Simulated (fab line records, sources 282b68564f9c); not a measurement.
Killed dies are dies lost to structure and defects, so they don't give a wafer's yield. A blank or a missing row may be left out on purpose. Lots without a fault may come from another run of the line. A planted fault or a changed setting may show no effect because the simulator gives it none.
One fault seen from 2 desks | flow rit_cmos | each desk has only its own numbers; what lay behind them comes last

THE METROLOGY DESK
What the gauges read, lot by lot, whatever tool the lot ran on: means of the sampled wafers that have a number. A lot is out of limits, marked OUT, if its mean lies more than 4 standard deviations from the usual mean; the brackets give that distance.
Columns: A = NRETRO_OVL at RIT_NRETRO_OVL_MEAS_06, usual 0.5 nm
lot  | first seen here | A
L306 | day 2 09:15     | 1.0
L307 | day 2 10:28     | 0.8
L308 | day 2 16:38     | 0.8
L309 | day 2 21:22     | 3.3
L312 | day 3 12:22     | 0.1
L314 | day 3 22:11     | -1.8
L316 | day 4 07:17     | -0.4
L319 | day 4 23:02     | -1.1
L322 | day 5 12:57     | 2.3
L325 | day 6 04:25     | 1.1
L326 | day 6 09:24     | 1.0
L327 | day 6 14:44     | 0.0
L328 | day 6 19:17     | 1.0
L329 | day 7 00:16     | 0.8
This desk's finding: nothing out of limits on any of the 14 lots.

THE TOOL OWNER'S DESK: plasma_asher-03
The tool's own readings at RIT_NLDD_STRIP_09 (strips in O2, time 180 s): means of the sampled wafers that have a number, for each lot that ran on this tool. A lot is out of limits, marked OUT, if its mean lies more than 4 standard deviations from the usual mean; the brackets give that distance.
Columns: A = chamber_pressure_mTorr at RIT_NLDD_STRIP_09, usual 4000 mTorr; B = drypump_motor_current_A at RIT_NLDD_STRIP_09, usual 5.5 A
lot  | first seen here | A                      | B
L307 | day 2 23:13     | 4000                   | 5.1
L308 | day 3 08:40     | 4000                   | 4.8
L312 | day 4 01:32     | 3199 (-99 or more) OUT | 5.1
L314 | day 4 12:08     | 3197 (-99 or more) OUT | 5.4
L327 | day 7 03:02     | 4003                   | 5.4
This desk's finding: out of limits on L312, L314; first on L312, day 4 01:32 (chamber_pressure_mTorr at RIT_NLDD_STRIP_09). In limits: L307, L308, L327.

PUT TOGETHER
The tool owner's desk could have raised an alarm at day 4 01:32, on L312, L314.
The metrology desk saw nothing out of limits.
The metrology desk has L312, L314 on record, within its limits.
Of the lots named, all ran RIT_NLDD_STRIP_09 on plasma_asher-03.

WHAT THE SIMULATOR HAD PUT IN
Process parameter drift: plasma_asher-03, from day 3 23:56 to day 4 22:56, at RIT_NLDD_STRIP_09. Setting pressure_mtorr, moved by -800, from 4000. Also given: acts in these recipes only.
Lots struck among those shown: L312, L314.
Hours from the fault's start to each desk's first reading out of limits: the tool owner's desk, 2.
